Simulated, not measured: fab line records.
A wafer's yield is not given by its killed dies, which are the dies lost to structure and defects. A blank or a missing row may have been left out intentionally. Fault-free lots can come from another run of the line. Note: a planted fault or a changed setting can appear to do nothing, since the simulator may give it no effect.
fab line records	flow rit_cmos
[record] lots = 7	wafers = 21	last_day = 7
route steps=202 shown CONTACT@183 M1@184
lots with no fault: from the same line, run without faults
start_h: start of the lot's first displayed wafer, in hours after the record's first day	wait_h: time in hours since the lot's previous step	" repeats the value in the row above	L1.1+2: several wafers, shown together as one row	- no value, or no start given	* or withheld: withheld	< > ~ a bound
route shown NAME@n: NAME is a module with steps in the file, n the number in the route of the first one	usual: mean/standard deviation taken from wafers without a fault	same: alike in all rows	chamber/n: place in a boat	sites: each site's reading	_std_site: their standard deviation	_edge_site: the outer-site mean with the inner-site mean subtracted	radius_mm: how far each site lies from the wafer's centre	mask NAME#n: copy n	behind: the most recent tool/chamber to have shaped the wafer	hold: why the lot was held/for how many hours/how that ended	device: which transistor (n, p or np) failed to switch	end of line: tests run on the same wafers once the route is complete	where a step has no rows: the recipe by itself	killed: not the wafer's yield, but the dies lost to structure and defects at the first sort	map: dies across one wafer; x = killed, . = not, _ = none there
set.NAME: the run value of the setting; set.NAME@STEP: its run value at that earlier step	model.NAME: the simulator's own value behind a step, which no gauge read
a table for each step, a row for each wafer; lots at some steps of the route
services: when a tool's chamber went out of use (start_h, in hours from the record's first day, below 0 if earlier), for how many hours, and the reason
[[steps]]
[step RIT_CONTACT_CLEAN_14]
[recipe] chemistry = SC2	mix = 3:3:50	time_s = 600	temp_c = 75	dry = n2_spin
[step RIT_M1_SPUTTER_00]
[recipe] material = Al	target_thk_nm = 400	power_w = 2000	chamber_pressure_pa = 0.4	gas = Ar	time_s = 500	substrate_temp_c = 25
[usual] throttle_valve_pct = 30.2/0.92
lot.wafer	tool	chamber	start_h	wait_h	throttle_valve_pct
L714.2	pvd_sputter-02	-	103.36	0.0	30.2
L714.3	"	-	"	"	31.0
L714.5	"	-	"	"	31.7
L717.1	pvd_sputter-03	-	118.32	0.0	29.9
L717.2	"	-	"	"	30.1
L717.4	"	-	"	"	28.4
L720.3	pvd_sputter-03	-	133.28	0.0	30.3
L720.5	"	-	"	"	30.0
L720.6	"	-	"	"	30.3
L721.1	pvd_sputter-02	-	138.21	0.0	31.9
L721.2	"	-	"	"	30.0
L721.4	"	-	"	"	31.4
L722.1	pvd_sputter-03	-	142.91	0.0	30.2
L722.4	"	-	"	"	29.8
L722.5	"	-	"	"	30.0
L723.1	pvd_sputter-02	-	148.94	0.0	30.2
L723.3	"	-	"	"	29.8
L723.4	"	-	"	"	31.7
L724.3	pvd_sputter-03	-	154.21	0.0	30.0
L724.4	"	-	"	"	30.5
L724.5	"	-	"	"	28.2
[step RIT_M1_RS_MEAS_01]
[recipe] thk_meas_gauge = four-point-probe	reads = Al_of_M1_SPUTTER_00
[usual] M1_AL_RS = 0.0736/0.00087
lot.wafer	tool	chamber	start_h	wait_h	M1_AL_RS[ohm/sq]
L714.2	film_metro-02	-	103.67	0.2	0.0727
L714.3	"	-	"	"	0.0736
L714.5	"	-	"	"	0.0747
L717.1	film_metro-01	-	118.62	0.1	0.0739
L717.2	"	-	"	"	0.0738
L717.4	"	-	"	"	0.0734
L720.3	film_metro-01	-	133.61	0.2	0.0742
L720.5	"	-	"	"	0.0723
L720.6	"	-	"	"	0.0739
L721.1	film_metro-01	-	138.50	0.1	0.0732
L721.2	"	-	"	"	0.0722
L721.4	"	-	"	"	0.0737
L722.1	film_metro-01	-	143.23	0.2	0.0746
L722.4	"	-	"	"	0.0731
L722.5	"	-	"	"	0.0728
L723.1	film_metro-03	-	149.23	0.1	0.0732
L723.3	"	-	"	"	0.0741
L723.4	"	-	"	"	0.0739
L724.3	film_metro-01	-	154.54	0.2	0.0738
L724.4	"	-	"	"	0.0743
L724.5	"	-	"	"	0.0740
[step RIT_M1_THK_MEAS_02]
[recipe] thk_meas_gauge = xrf	reads = Al_of_M1_SPUTTER_00
[usual] M1_AL_THK = 396/6.7
lot.wafer	tool	chamber	start_h	wait_h	M1_AL_THK[nm]
L714.2	film_metro-02	-	103.78	0.1	398
L714.3	"	-	"	"	394
L714.5	"	-	"	"	386
L717.1	film_metro-01	-	118.74	0.1	398
L717.2	"	-	"	"	401
L717.4	"	-	"	"	399
L720.3	film_metro-01	-	133.71	0.1	397
L720.5	"	-	"	"	407
L720.6	"	-	"	"	396
L721.1	film_metro-01	-	138.62	0.1	404
L721.2	"	-	"	"	409
L721.4	"	-	"	"	400
L722.1	film_metro-01	-	143.35	0.1	395
L722.4	"	-	"	"	406
L722.5	"	-	"	"	405
L723.1	film_metro-03	-	149.35	0.1	398
L723.3	"	-	"	"	392
L723.4	"	-	"	"	392
L724.3	film_metro-01	-	154.64	0.1	399
L724.4	"	-	"	"	396
L724.5	"	-	"	"	396
[step RIT_M1_HMDS_03]
[recipe] prime_time_s = 60	prime_temp_c = 140
[step RIT_M1_COAT_04]
[recipe] resist = NOVOLAK	spin_rpm = 2000	resist_thk_nm = 1312
[step RIT_M1_SOFTBAKE_05]
[recipe] resist = NOVOLAK	temp_c = 90	time_s = 60
[step RIT_M1_EXPOSE_06]
[recipe] mask_id = M12	na = 0.6	source_shape = conventional	sigma_outer = 0.5	target_cd_nm = 2600	dose_mj = 250
[step RIT_M1_PEB_07]
[recipe] resist = NOVOLAK	temp_c = withheld	time_s = withheld
[step RIT_M1_DEVELOP_08]
[recipe] resist = NOVOLAK	develop_time_s = 68	dev_temp_c = 23
[step RIT_M1_CD_MEAS_09]
[recipe] target_cd_nm = 2600
[usual] cd_nm = 2599.8/1.9
lot.wafer	tool	chamber	start_h	wait_h	cd_nm
L714.2	cd_sem-01	-	104.73	-	2600.6
L714.3	"	-	"	"	2598.9
L714.5	"	-	"	"	2600.6
L717.1	cd_sem-02	-	119.95	-	2599.5
L717.2	"	-	"	"	2599.9
L717.4	"	-	"	"	2599.3
L720.3	cd_sem-01	-	135.04	-	2599.4
L720.5	"	-	"	"	2600.2
L720.6	"	-	"	"	2599.3
L721.1	cd_sem-01	-	139.69	-	2600.8
L721.2	"	-	"	"	2598.7
L721.4	"	-	"	"	2597.9
L722.1	cd_sem-01	-	144.52	-	2595.9
L722.4	"	-	"	"	2597.1
L722.5	"	-	"	"	2597.1
L723.1	cd_sem-02	-	150.68	-	2602.2
L723.3	"	-	"	"	2600.3
L723.4	"	-	"	"	2602.0
L724.3	cd_sem-02	-	155.73	-	2601.9
L724.4	"	-	"	"	2603.8
L724.5	"	-	"	"	2600.5
[step RIT_M1_OVL_MEAS_10]
[usual] M1_OVL = -0.3/1.8
lot.wafer	tool	chamber	start_h	wait_h	M1_OVL[nm]
L714.2	overlay-02	-	104.84	0.1	-1.6
L714.3	"	-	"	"	-1.7
L714.5	"	-	"	"	-1.7
L717.1	overlay-02	-	120.07	0.1	-1.0
L717.2	"	-	"	"	-2.2
L717.4	"	-	"	"	-1.1
L720.3	overlay-01	-	135.13	0.1	-0.3
L720.5	"	-	"	"	1.2
L720.6	"	-	"	"	1.3
L721.1	overlay-02	-	139.81	0.1	1.9
L721.2	"	-	"	"	3.0
L721.4	"	-	"	"	1.5
L722.1	overlay-02	-	144.64	0.1	-2.9
L722.4	"	-	"	"	-4.0
L722.5	"	-	"	"	-1.9
L723.1	overlay-02	-	150.80	0.1	1.6
L723.3	"	-	"	"	-1.3
L723.4	"	-	"	"	0.7
L724.3	overlay-01	-	155.82	0.1	0.3
L724.4	"	-	"	"	3.4
L724.5	"	-	"	"	-0.1
[step RIT_M1_HARDBAKE_11]
[recipe] resist = NOVOLAK	temp_c = 140	time_s = 120
[usual] heater_power_total_W = 52.02/0.058	plate_temp_C = 139.99/0.15
lot.wafer	tool	chamber	start_h	wait_h	heater_power_total_W	plate_temp_C
L714.2	litho_track-02	0	104.91	0.1	52.04	140.00
L714.3	"	0	"	"	52.02	139.96
L714.5	"	0	"	"	51.96	139.88
L717.1	litho_track-04	0	120.11	0.0	51.99	139.76
L717.2	"	0	"	"	52.05	140.00
L717.4	"	0	"	"	52.02	140.05
L720.3	litho_track-02	0	135.23	0.1	51.62	138.96
L720.5	"	0	"	"	51.48	138.94
L720.6	"	0	"	"	51.53	138.99
L721.1	litho_track-01	0	139.84	0.0	52.03	139.62
L721.2	"	0	"	"	51.90	139.87
L721.4	"	0	"	"	52.06	139.85
L722.1	litho_track-02	0	144.68	0.0	51.41	138.78
L722.4	"	0	"	"	51.41	138.59
L722.5	"	0	"	"	51.43	138.86
L723.1	litho_track-02	0	150.85	0.0	51.45	138.77
L723.3	"	0	"	"	51.40	138.81
L723.4	"	0	"	"	51.47	139.06
L724.3	litho_track-04	0	155.93	0.1	52.09	140.10
L724.4	"	0	"	"	51.99	140.10
L724.5	"	0	"	"	52.06	140.06
[step RIT_M1_METAL_ETCH_12]
[recipe] stop_on = SiO2	chemistry = Cl2/BCl3	target = Al	time_s = 165	over_etch_frac = 0.5	pressure_mtorr = 100	target_depth_a = 6000	rf_w = 250	Cl2_flow_sccm = 60	bcl3_flow_sccm = 50
[usual] drypump_motor_current_A = 5.82/0.29	oes_product_au = 0.779/0.013	throttle_valve_pct = 8.27/0.17
lot.wafer	tool	chamber	start_h	wait_h	drypump_motor_current_A	oes_product_au	rf_hours_counter_h	throttle_valve_pct
L714.2	rie_metal-04	0	105.12	0.2	6.00	0.768	2.9	7.97
L714.3	"	0	"	"	6.00	0.752	-	7.97
L714.5	"	1	"	"	5.91	0.774	-	8.50
L717.1	rie_metal-04	1	120.36	0.2	5.90	0.780	3.1	8.51
L717.2	"	0	"	"	6.00	0.762	3.1	7.97
L717.4	"	0	"	"	6.01	0.757	-	7.99
L720.3	rie_metal-04	0	135.46	0.2	5.97	0.750	-	7.99
L720.5	"	0	"	"	5.99	0.773	-	7.99
L720.6	"	1	"	"	5.88	0.786	-	8.52
L721.1	rie_metal-03	0	140.09	0.2	5.55	0.798	1.5	8.43
L721.2	"	1	"	"	6.10	0.782	1.5	8.18
L721.4	"	0	"	"	5.52	0.790	-	8.42
L722.1	rie_metal-02	0	144.93	0.2	6.09	0.775	5.2	8.20
L722.4	"	0	"	"	6.07	0.784	-	8.21
L722.5	"	1	"	"	5.34	0.785	-	8.33
L723.1	rie_metal-04	1	151.10	0.2	5.90	0.775	3.4	8.52
L723.3	"	0	"	"	5.98	0.764	-	7.97
L723.4	"	1	"	"	5.93	0.783	-	8.52
L724.3	rie_metal-03	1	156.15	0.2	6.10	0.775	-	8.18
L724.4	"	0	"	"	5.52	0.793	-	8.43
L724.5	"	1	"	"	6.09	0.774	-	8.18
[step RIT_M1_PROBE_99]
[usual] defect_limited_yield = 97.5/1.1	killed_at_M0_to_M3 = 0.0/0.14	killed_at_contacts = 0.0/0.22	killed_at_front_end = 6.5/3	killed_dies = 6.6/3	killed_open = 3.4/2.2	killed_short = 3.3/1.7	sort_bin_3_pad_short = 0.1/0.22	sort_bin_5_function = 1.4/0.73	sort_bin_6_memory = 1.0/0.64	sort_n_pass = 257.4/3	sort_yield_pct = 97.5/1.1
[same] gross_dies = 264	killed_at_M4_up = 0	killed_at_back_side = 0	killed_at_other = 0
lot.wafer	tool	chamber	start_h	wait_h	defect_limited_yield[%]	killed_at_M0_to_M3	killed_at_contacts	killed_at_front_end	killed_dies	killed_open	killed_short	sort_bin_3_pad_short[%]	sort_bin_5_function[%]	sort_bin_6_memory[%]	sort_n_pass	sort_yield_pct[%]
L714.2	prober-01	-	107.42	0.1	98.5	0	0	4	4	2	2	0	0.4	1.1	260.0	98.5
L714.3	prober-01	-	107.47	0.2	98.5	0	0	4	4	3	1	0	1.1	0.4	260.0	98.5
L714.5	prober-01	-	107.57	0.2	97.3	0	0	7	7	3	4	0	1.1	1.5	257.0	97.3
L717.1	prober-02	-	122.66	0.1	98.9	1	0	2	3	0	3	0	0.4	0.8	261.0	98.9
L717.2	prober-02	-	122.71	0.1	97.3	0	0	7	7	3	4	0.8	0.8	1.1	257.0	97.3
L717.4	prober-02	-	122.81	0.2	97.3	0	0	7	7	5	2	0.4	1.1	1.1	257.0	97.3
L720.3	prober-01	-	138.46	0.2	97.7	0	0	6	6	2	4	0.8	0.8	0.8	258.0	97.7
L720.5	prober-01	-	138.56	0.2	98.1	0	0	5	5	0	5	0	1.5	0.4	259.0	98.1
L720.6	prober-01	-	138.61	0.2	99.6	0	0	1	1	0	1	0	0.4	0	263.0	99.6
L721.1	prober-02	-	143.23	0.1	98.1	0	0	5	5	2	3	0	1.1	0.8	259.0	98.1
L721.2	prober-02	-	143.28	0.1	96.6	0	0	9	9	5	4	0	3.0	0.4	255.0	96.6
L721.4	prober-02	-	143.38	0.2	97.0	0	0	8	8	5	3	0.4	1.9	0.8	256.0	97.0
L722.1	prober-01	-	147.18	0.1	97.7	0	0	6	6	4	2	0	1.5	0.8	258.0	97.7
L722.4	prober-01	-	147.33	0.2	97.7	0	0	6	6	3	3	0	1.5	0.8	258.0	97.7
L722.5	prober-01	-	147.38	0.2	97.7	0	0	6	6	3	3	0	1.5	0.8	258.0	97.7
L723.1	prober-02	-	153.35	0.1	97.0	0	0	8	8	3	5	0.4	0.8	1.9	256.0	97.0
L723.3	prober-02	-	153.45	0.2	98.5	0	0	4	4	3	1	0	1.1	0.4	260.0	98.5
L723.4	prober-02	-	153.50	0.2	97.7	0	0	6	6	3	3	0	1.9	0.4	258.0	97.7
L724.3	prober-01	-	158.54	0.2	97.0	0	1	7	8	3	5	0	1.9	1.1	256.0	97.0
L724.4	prober-01	-	158.59	0.2	98.1	0	0	5	5	5	0	0	1.5	0.4	259.0	98.1
L724.5	prober-01	-	158.64	0.2	95.8	0	0	11	11	7	4	0	3.0	1.1	253.0	95.8
// killed by level:class
L714.2 GATE:geometric_particle:open=1 GATE:geometric_particle:short=1 REOX:geometric_particle:short=1 SPACER:geometric_particle:open=1
L714.3 GATE:geometric_particle:open=1 REOX:geometric_particle:open=1 SPACER:geometric_particle:open=1 SILICIDE:geometric_particle:short=1
L714.5 FOX1:geometric_particle:open=2 GATE:geometric_particle:short=2 FOX1:geometric_particle:short=1 REOX:geometric_particle:short=1 SPACER:geometric_particle:open=1
L717.1 GATE:geometric_particle:short=1 SPACER:geometric_particle:short=1 M1:geometric_particle:short=1
L717.2 GATE:geometric_particle:short=3 FOX1:geometric_particle:open=1 FOX2:geometric_particle:open=1 FOX2:geometric_particle:short=1 GATE:geometric_particle:open=1
L717.4 GATE:geometric_particle:open=2 SILICIDE:geometric_particle:open=2 FOX2:geometric_particle:open=1 SPACER:geometric_particle:short=1 REOX:geometric_particle:short=1
L720.3 GATE:geometric_particle:open=2 REOX:geometric_particle:short=2 FOX1:geometric_particle:short=1 SPACER:geometric_particle:short=1
L720.5 FOX1:geometric_particle:short=2 SILICIDE:geometric_particle:short=2 GATE:geometric_particle:short=1
L720.6 SILICIDE:geometric_particle:short=1
L721.1 GATE:geometric_particle:short=3 SPACER:geometric_particle:open=1 SILICIDE:geometric_particle:open=1
L721.2 GATE:geometric_particle:short=2 SPACER:geometric_particle:open=2 SILICIDE:geometric_particle:short=2 GATE:geometric_particle:open=1 REOX:geometric_particle:open=1 SILICIDE:geometric_particle:open=1
L721.4 REOX:geometric_particle:open=3 GATE:geometric_particle:open=2 REOX:geometric_particle:short=2 GATE:geometric_particle:short=1
L722.1 FOX1:geometric_particle:open=1 GATE:geometric_particle:open=1 REOX:geometric_particle:open=1 SPACER:geometric_particle:open=1 SPACER:geometric_particle:short=1 SILICIDE:geometric_particle:short=1
L722.4 GATE:geometric_particle:short=2 REOX:geometric_particle:open=2 SPACER:geometric_particle:short=1 SILICIDE:geometric_particle:open=1
L722.5 GATE:geometric_particle:short=2 FOX1:geometric_particle:open=1 FOX1:geometric_particle:short=1 GATE:geometric_particle:open=1 SPACER:geometric_particle:open=1
L723.1 GATE:geometric_particle:short=3 SILICIDE:geometric_particle:short=2 FOX1:geometric_particle:open=1 SPACER:geometric_particle:open=1 SILICIDE:geometric_particle:open=1
L723.3 FOX1:geometric_particle:open=1 GATE:geometric_particle:open=1 SPACER:geometric_particle:short=1 SPACER:geometric_particle:open=1
L723.4 GATE:geometric_particle:short=2 SILICIDE:geometric_particle:open=2 GATE:geometric_particle:open=1 SPACER:geometric_particle:short=1
L724.3 GATE:geometric_particle:short=3 FOX2:geometric_particle:open=1 GATE:geometric_particle:open=1 SPACER:geometric_particle:short=1 SILICIDE:geometric_particle:open=1 CONTACT:geometric_particle:short=1
L724.4 REOX:geometric_particle:open=3 SILICIDE:geometric_particle:open=2
L724.5 GATE:geometric_particle:open=2 REOX:geometric_particle:open=2 SILICIDE:geometric_particle:open=2 FOX2:geometric_particle:short=1 GATE:geometric_particle:short=1 SPACER:geometric_particle:open=1 SPACER:geometric_particle:short=1 SILICIDE:geometric_particle:short=1
[[services]]
tool	chamber	start_h	hours	kind
rie_metal-02	-	126.32	2.8	pm
rie_metal-02	-	134.34	8.8	repair
[[key]]
[first_sign] step = RIT_M1_HARDBAKE_11	reading = heater_power_total_W	direction = down	sigmas = 9.7	usual = 52.02	struck = 51.47
[effect] step = RIT_M1_HARDBAKE_11	reading = plate_temp_C	direction = down	sigmas = 7.3	usual = *	struck = *
met_at RIT_M1_HARDBAKE_11
struck_wafers L720.3,L720.5,L720.6,L722.1,L722.4,L722.5,L723.1,L723.3,L723.4
onset_between 104.91 135.23
[fault] kind = process_parameter_drift	tool = litho_track-02	chamber = -	onset_h = 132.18	steps = RIT_M1_HARDBAKE_11	channel = temp_c	offset = *	shape = step	end_h = 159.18	acts_in = *	stated = *
